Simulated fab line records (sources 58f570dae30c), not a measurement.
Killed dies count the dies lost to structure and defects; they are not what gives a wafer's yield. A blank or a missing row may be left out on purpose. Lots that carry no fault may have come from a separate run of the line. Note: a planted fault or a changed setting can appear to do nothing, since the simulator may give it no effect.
Which tool was responsible?    flow berkeley_cmos170    Sampling: 6 lots, 18 wafers, 3 of 331 route steps

WHAT THE GAUGES SHOWED, per wafer
UCB170_M2_OVL_MEAS_16.
lot   measured      on          M2_OVL (nm)
L271  day 8 18:22   overlay-02  -5 -1 -1
L273  day 9 12:37   overlay-01  2 10 5
L276  day 10 14:49  overlay-02  3 11 12
L280  day 10 13:04  overlay-02  -1 -2 2
L286  day 12 04:47  overlay-02  9 13 13
L288  day 12 04:32  overlay-01  1 1 4

WHAT TOOL EACH LOT RAN ON (gives the tool, then ch and the chambers of the sampled wafers, and finally the start)
lot   UCB170_NWELL_CVD_04         UCB170_V1_STRIP_15
L271  lpcvd-01 ch 1, day 2 10:47  plasma_asher-01 ch 0,1, day 8 15:56
L273  lpcvd-01 ch 1, day 3 04:02  plasma_asher-04 ch 0,1, day 9 10:08
L276  lpcvd-01 ch 0, day 3 19:43  plasma_asher-04 ch 0,1, day 10 11:49
L280  lpcvd-02 ch 1, day 4 13:13  plasma_asher-02 ch 0,1, day 10 09:31
L286  lpcvd-01 ch 1, day 5 23:00  plasma_asher-01 ch 0,1, day 12 01:50
L288  lpcvd-01 ch 1, day 5 23:00  plasma_asher-02 ch 0,1, day 12 01:46
- UCB170_NWELL_CVD_04: deposits Si3N4 from SiH2Cl2/NH3, target thk 224 nm, time 3360 s.
- UCB170_V1_STRIP_15: strips in O2.

THE ANSWER, worked out from the rows above alone
Rule: the usual values come from the lots themselves. Put in order of their means at a reading, lots are off if they are a third of the lots or fewer, leave a main group of 4 or more, and stand apart from it by a gap of 3 or more times the standard deviation of the main group's means; of several such gaps the widest counts. A main group is skipped when, at the precision printed for the reading in the tables above, its means are all equal. Also off: a lot with no number at a reading for which 4 or more lots have one. Where the step has rows for the other lots, those lots are counted as sound.
No lot is off on any of the readings shown, so nothing can be concluded from this.

WHAT THE SIMULATOR HAD PUT IN
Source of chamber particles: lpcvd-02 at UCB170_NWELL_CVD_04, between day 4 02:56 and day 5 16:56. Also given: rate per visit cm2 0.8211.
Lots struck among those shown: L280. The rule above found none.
